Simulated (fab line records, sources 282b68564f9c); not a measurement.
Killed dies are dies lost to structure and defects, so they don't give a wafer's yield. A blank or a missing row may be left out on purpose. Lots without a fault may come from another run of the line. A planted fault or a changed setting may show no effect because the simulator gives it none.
fab line records | flow rit_cmos
record lots=14 wafers=42 last_day=7
route steps=202 shown NWELL@51 SPACER@128 SILICIDE@164 CONTACT@181
lots that met no fault: from a run of the same line without faults
start_h: hours from the record's first day to the start of the lot's first wafer shown | wait_h: hours since the lot's step before | " the same as in the row above | L1.1+2: a row that stands for several wafers | - no value, or no start given | * or withheld: withheld | < > ~ a bound
route shown NAME@n: a module of which the file shows steps, and the number in the route of the first | usual: mean/standard deviation of fault-free wafers | same: alike in all rows | chamber/n: place in a boat | sites: the reading at each site | _std_site: their standard deviation | _edge_site: outer sites' mean less inner sites' | radius_mm: how far each site lies from the wafer's centre | mask NAME#n: copy n | behind: the tool/chamber that last shaped the wafer | hold: why the lot was held/for how many hours/how that ended | device: the transistor (n, p or np) that didn't switch | end of line: the same wafers' tests at the end of the route | a step without rows: its recipe alone | killed: dies lost to structure and defects at the first sort, not the wafer's yield | map: a wafer's dies, x killed, . not, _ none there
set.NAME: the setting as run; set.NAME@STEP: as run at that earlier step | model.NAME: the simulator's own value behind a step, which no gauge read
steps of the route over a sample of lots; a table a step, a row a wafer
services: from which hour (start_h, from the record's first day; less than 0 if before it) a tool's chamber was out of use, for how many hours, and why
## steps
# step RIT_WELLDRIVE_RS_MEAS_01
# recipe thk_meas_gauge=four-point-probe
# usual NWELL_RS=275.4/0.81
# columns lot.wafer tool chamber start_h wait_h NWELL_RS[ohm/sq]
L908.2 film_metro-03 - 35.66 0.0 274.8
L908.3 " - " " 275.0
L908.5 " - " " 274.4
L910.1 film_metro-03 - 42.99 0.0 276.5
L910.3 " - " " 276.0
L910.5 " - " " 275.6
L913.1 film_metro-01 - 59.33 0.0 275.1
L913.4 " - " " 274.5
L913.6 " - " " 275.1
L914.1 film_metro-03 - 62.98 0.0 277.1
L914.4 " - " " 276.3
L914.6 " - " " 276.1
L915.2 film_metro-02 - 67.88 0.0 275.8
L915.3 " - " " 275.7
L915.5 " - " " 274.8
L916.3 film_metro-01 - 72.86 0.0 275.9
L916.4 " - " " 275.6
L916.6 " - " " 276.7
L917.1 film_metro-02 - 77.91 0.0 275.3
L917.2 " - " " 274.5
L917.3 " - " " 275.5
L918.1 film_metro-01 - 82.99 0.0 274.9
L918.2 " - " " 275.4
L918.6 " - " " 275.4
L919.3 film_metro-03 - 88.72 0.0 276.1
L919.5 " - " " 276.4
L919.6 " - " " 276.2
L920.3 film_metro-03 - 93.80 0.0 276.4
L920.4 " - " " 276.6
L920.6 " - " " 275.5
L924.2 film_metro-01 - 112.90 0.0 276.5
L924.3 " - " " 276.8
L924.5 " - " " 275.5
L925.2 film_metro-01 - 118.78 0.0 275.0
L925.3 " - " " 275.2
L925.4 " - " " 276.1
L928.1 film_metro-01 - 133.50 0.0 275.8
L928.3 " - " " 275.9
L928.5 " - " " 275.4
L929.2 film_metro-01 - 138.74 0.0 275.5
L929.3 " - " " 276.0
L929.5 " - " " 275.7
# step RIT_SPACER_CVD_03
# recipe material=Si3N4 target_thk_nm=250 temp_c=810 precursor=SiH2Cl2/NH3 time_s=3300 pressure_mtorr=300 sih2cl2_flow_sccm=60 nh3_flow_sccm=150
# usual zone_power_load_pct=22.3/0.79
# columns lot.wafer tool chamber start_h wait_h zone_power_load_pct
L908.2 lpcvd-01 0 50.84 0.0 23.2
L908.3 " 0 " " 23.7
L908.5 " 0 " " 22.9
L910.1 lpcvd-02 0 58.53 0.0 21.4
L910.3 " 0 " " 21.7
L910.5 " 0 " " 21.4
L913.1 lpcvd-02 0 74.39 0.0 21.3
L913.4 " 0 " " 21.9
L913.6 " 0 " " 21.5
L914.1 lpcvd-02 0 78.47 0.0 21.6
L914.4 " 0 " " 21.1
L914.6 " 0 " " 21.5
L915.2 lpcvd-02 1 83.19 0.0 21.6
L915.3 " 1 " " 22.0
L915.5 " 1 " " 21.7
L916.3 lpcvd-01 0 89.37 0.0 23.2
L916.4 " 0 " " 23.1
L916.6 " 0 " " 23.2
L917.1 lpcvd-02 1 93.79 0.0 21.6
L917.2 " 1 " " 21.6
L917.3 " 1 " " 21.9
L918.1 lpcvd-01 0 99.75 0.0 23.2
L918.2 " 0 " " 23.4
L918.6 " 0 " " 23.0
L919.3 lpcvd-01 1 104.99 0.0 22.6
L919.5 " 1 " " 23.1
L919.6 " 1 " " 22.9
L920.3 lpcvd-01 0 109.35 0.0 23.5
L920.4 " 0 " " 23.0
L920.6 " 0 " " 23.2
L924.2 lpcvd-01 1 129.70 0.0 22.6
L924.3 " 1 " " 23.0
L924.5 " 1 " " 23.2
L925.2 lpcvd-02 1 135.17 0.0 21.9
L925.3 " 1 " " 21.8
L925.4 " 1 " " 21.6
L928.1 lpcvd-02 1 148.53 0.2 21.3
L928.3 " 1 " " 21.7
L928.5 " 1 " " 21.6
L929.2 lpcvd-02 0 154.26 0.0 21.7
L929.3 " 0 " " 21.9
L929.5 " 0 " " 21.8
# step RIT_SPACER_THK_MEAS_04
# recipe reads=Si3N4_of_SPACER_CVD_03
# usual SPACER_NITRIDE_THK=248.3/2
# columns lot.wafer tool chamber start_h wait_h SPACER_NITRIDE_THK[nm]
L908.2 film_metro-04 - 52.76 0.0 249.8
L908.3 " - " " 249.4
L908.5 " - " " 250.6
L910.1 film_metro-02 - 60.45 0.0 246.1
L910.3 " - " " 246.6
L910.5 " - " " 245.7
L913.1 film_metro-01 - 76.30 0.0 248.9
L913.4 " - " " 247.4
L913.6 " - " " 250.5
L914.1 film_metro-04 - 80.38 0.0 244.9
L914.4 " - " " 247.0
L914.6 " - " " 245.7
L915.2 film_metro-01 - 85.12 0.0 248.3
L915.3 " - " " 250.0
L915.5 " - " " 248.3
L916.3 film_metro-02 - 91.31 0.0 246.8
L916.4 " - " " 250.0
L916.6 " - " " 248.0
L917.1 film_metro-02 - 95.70 0.0 247.1
L917.2 " - " " 248.9
L917.3 " - " " 248.5
L918.1 film_metro-04 - 101.67 0.0 251.0
L918.2 " - " " 249.2
L918.6 " - " " 251.7
L919.3 film_metro-01 - 106.93 0.0 248.9
L919.5 " - " " 246.5
L919.6 " - " " 247.2
L920.3 film_metro-01 - 111.28 0.0 351.4
L920.4 " - " " 348.7
L920.6 " - " " 349.8
L924.2 film_metro-01 - 131.63 0.0 342.7
L924.3 " - " " 341.6
L924.5 " - " " 342.7
L925.2 film_metro-01 - 137.10 0.0 246.6
L925.3 " - " " 245.9
L925.4 " - " " 247.0
L928.1 film_metro-01 - 150.45 0.0 246.8
L928.3 " - " " 247.7
L928.5 " - " " 247.5
L929.2 film_metro-02 - 156.19 0.0 249.3
L929.3 " - " " 249.4
L929.5 " - " " 249.4
# step RIT_SPACER_ETCHBACK_05
# recipe target_depth_a=2500 SF6_flow_sccm=30 CHF3_flow_sccm=30 target=Si3N4 chemistry=SF6/CHF3 pressure_mtorr=40 rf_w=250 time_s=240 stop_on=SiO2
# usual drypump_motor_current_A=5.6/0.4 oes_product_au=0.845/0.011 rf_fwd_power_W=249.3/0.87 throttle_valve_pct=10.23/0.12
# columns lot.wafer tool chamber start_h wait_h drypump_motor_current_A oes_product_au rf_fwd_power_W rf_hours_counter_h throttle_valve_pct
L908.2 rie_diel-02 3 52.81 0.0 5.8 0.865 249.4 61 10.26
L908.3 " 1 " " 6.4 0.828 249.8 75 10.22
L908.5 " 1 " " 6.4 0.836 250.9 - 10.23
L910.1 rie_diel-01 2 60.51 0.1 6.1 0.846 249.6 145 10.21
L910.3 " 1 " " 5.4 0.829 249.6 108 10.27
L910.5 " 1 " " 5.4 0.835 249.8 - 10.28
L913.1 rie_diel-04 1 76.36 0.1 5.0 0.860 249.6 107 10.07
L913.4 " 0 " " 5.4 0.840 249.8 40 10.13
L913.6 " 3 " " 5.7 0.844 249.2 - 10.05
L914.1 rie_diel-02 0 80.44 0.1 5.0 0.816 248.2 24 10.40
L914.4 " 3 " " 5.7 0.864 248.3 61 10.28
L914.6 " 0 " " 5.0 0.829 248.9 - 10.42
L915.2 rie_diel-01 0 85.17 0.0 6.1 0.843 249.2 67 10.19
L915.3 " 3 " " 5.7 0.845 249.8 165 10.33
L915.5 " 2 " " 6.1 0.848 250.1 - 10.20
L916.3 rie_diel-01 0 91.35 0.0 6.1 0.840 249.7 67 10.19
L916.4 " 3 " " 5.7 0.851 247.8 165 10.31
L916.6 " 1 " " 5.4 0.836 250.6 - 10.28
L917.1 rie_diel-04 0 95.76 0.1 5.4 0.842 248.4 41 10.13
L917.2 " 1 " " 5.0 0.852 249.4 107 10.07
L917.3 " 2 " " 5.6 0.858 249.2 112 10.35
L918.1 rie_diel-02 3 101.73 0.1 5.8 0.858 250.6 61 10.28
L918.2 " 2 " " 5.6 0.840 249.6 5 10.36
L918.6 " 0 " " 5.0 0.838 249.0 - 10.42
L919.3 rie_diel-02 0 106.97 0.0 5.0 0.828 248.8 25 10.40
L919.5 " 0 " " 5.0 0.825 248.2 - 10.39
L919.6 " 3 " " 5.7 0.856 248.3 - 10.27
L920.3 rie_diel-04 0 111.32 0.0 5.4 1.027 250.2 41 10.19
L920.4 " 2 " " 5.6 1.005 250.1 113 10.40
L920.6 " 3 " " 5.7 0.998 248.6 - 10.10
L924.2 rie_diel-04 2 131.68 0.0 5.6 1.006 249.8 113 10.38
L924.3 " 0 " " 5.4 1.020 249.6 42 10.18
L924.5 " 2 " " 5.6 1.008 249.6 - 10.40
L925.2 rie_diel-04 2 137.15 0.0 5.6 0.839 248.9 113 10.32
L925.3 " 0 " " 5.4 0.846 249.6 42 10.12
L925.4 " 1 " " 5.0 0.853 249.1 108 10.08
L928.1 rie_diel-01 1 150.51 0.1 5.3 0.829 249.7 111 10.27
L928.3 " 0 " " 6.1 0.847 248.9 68 10.21
L928.5 " 3 " " 5.8 0.834 248.8 - 10.30
L929.2 rie_diel-04 0 156.24 0.0 5.4 0.848 250.2 42 10.13
L929.3 " 1 " " 5.0 0.860 248.7 108 10.08
L929.5 " 3 " " 5.7 0.845 249.2 - 10.05
# step RIT_SILICIDE_THK_MEAS_03
# recipe thk_meas_gauge=xrf reads=Ti_of_SILICIDE_SPUTTER_01
# usual SILICIDE_TI_THK=29.07/0.29
# columns lot.wafer tool chamber start_h wait_h SILICIDE_TI_THK[nm]
L908.2 film_metro-01 - 57.61 0.1 29.18
L908.3 " - " " 28.76
L908.5 " - " " 29.02
L910.1 film_metro-01 - 65.38 0.1 29.37
L910.3 " - " " 29.47
L910.5 " - " " 29.86
L913.1 film_metro-03 - 80.58 0.1 29.31
L913.4 " - " " 29.11
L913.6 " - " " 29.28
L914.1 film_metro-03 - 84.64 0.1 29.25
L914.4 " - " " 29.04
L914.6 " - " " 29.29
L915.2 film_metro-01 - 89.89 0.1 28.90
L915.3 " - " " 29.04
L915.5 " - " " 28.84
L916.3 film_metro-01 - 95.76 0.1 28.69
L916.4 " - " " 28.74
L916.6 " - " " 28.58
L917.1 film_metro-01 - 100.26 0.1 29.30
L917.2 " - " " 28.83
L917.3 " - " " 28.91
L918.1 film_metro-01 - 106.27 0.1 29.14
L918.2 " - " " 29.52
L918.6 " - " " 29.07
L919.3 film_metro-03 - 111.44 0.1 29.30
L919.5 " - " " 29.14
L919.6 " - " " 29.60
L925.2 film_metro-01 - 141.49 0.1 29.71
L925.3 " - " " 29.46
L925.4 " - " " 29.29
L928.1 film_metro-04 - 154.94 0.1 28.57
L928.3 " - " " 28.73
L928.5 " - " " 28.87
L929.2 film_metro-01 - 160.55 0.1 28.65
L929.3 " - " " 28.75
L929.5 " - " " 28.91
# step RIT_CONTACT_CD_MEAS_90
# recipe target_cd_nm=1000
# usual cd_nm=999.5/1.8
# columns lot.wafer tool chamber start_h wait_h cd_nm
L908.2 cd_sem-01 - 59.68 0.1 1001.4
L908.3 " - " " 1000.5
L908.5 " - " " 1000.1
L910.1 cd_sem-01 - 67.50 0.1 1000.7
L910.3 " - " " 1000.8
L910.5 " - " " 1000.4
L913.1 cd_sem-01 - 82.68 0.1 997.2
L913.4 " - " " 997.7
L913.6 " - " " 996.0
L914.1 cd_sem-02 - 87.13 0.1 1000.8
L914.4 " - " " 999.1
L914.6 " - " " 999.1
L915.2 cd_sem-01 - 91.92 0.1 999.8
L915.3 " - " " 999.1
L915.5 " - " " 1002.1
L916.3 cd_sem-01 - 97.95 0.1 996.7
L916.4 " - " " 996.4
L916.6 " - " " 998.1
L917.1 cd_sem-02 - 102.39 0.1 998.7
L917.2 " - " " 999.9
L917.3 " - " " 999.3
L918.1 cd_sem-01 - 108.29 0.1 1000.2
L918.2 " - " " 1001.6
L918.6 " - " " 1000.9
L919.3 cd_sem-02 - 113.48 0.1 998.6
L919.5 " - " " 997.8
L919.6 " - " " 997.0
L925.2 cd_sem-01 - 143.62 0.1 997.8
L925.3 " - " " 1000.2
L925.4 " - " " 1000.0
L928.1 cd_sem-01 - 156.93 0.1 995.9
L928.3 " - " " 996.5
L928.5 " - " " 995.9
L929.2 cd_sem-01 - 162.56 0.1 1001.0
L929.3 " - " " 999.3
L929.5 " - " " 997.3
## services
# columns tool chamber start_h hours kind
rie_diel-02 1 43.09 5.8 repair
rie_diel-01 3 99.00 7.7 repair
rie_diel-01 3 106.66 - clean
rie_diel-01 3 106.66 23.5 scheduled_down
rie_diel-01 3 106.66 23.5 vent_cycle
rie_diel-04 0 106.71 3.4 repair
rie_diel-01 0 118.56 13.5 repair
lpcvd-01 - 131.62 2.8 pm
rie_diel-04 - 141.30 0.2 repair
## key
first_sign step=RIT_SPACER_THK_MEAS_04 reading=SPACER_NITRIDE_THK direction=up sigmas=50 usual=248.3 struck=346.2
effect step=RIT_SPACER_ETCHBACK_05 reading=oes_product_au direction=up sigmas=15 usual=0.845 struck=1.011
met_at RIT_SPACER_CVD_03
struck_lots L920,L924
later_rows_left_out L920.3,L920.4,L920.6,L924.2,L924.3,L924.5
sort_left_out L920.3,L920.4,L920.6,L924.2,L924.3,L924.5
tester_left_out L920,L924
not_acting_at RIT_WELLDRIVE_RS_MEAS_01,RIT_SILICIDE_THK_MEAS_03,RIT_CONTACT_CD_MEAS_90
onset_between 104.99 109.35
fault kind=process_parameter_drift tool=lpcvd-01 chamber=- onset_h=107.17 steps=RIT_SPACER_CVD_03 channel=target_thk_nm offset=98.309 shape=step end_h=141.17 acts_in=these_recipes_only stated=250
# tester_left_out: of these lots the tester's yield and bins aren't shown, on N5 and GAA mostly nor the transistor test; their killed dies are dies lost to structure and defects alone, not to doping, threshold or leakage, so they don't give the yield
# sort_left_out: the simulated sort isn't trusted on such a fault, so these wafers' sort isn't shown, and their yield isn't known
# later_rows_left_out: the simulator's readings of these wafers behind a module that went badly wrong aren't trusted and aren't shown, but for the sort
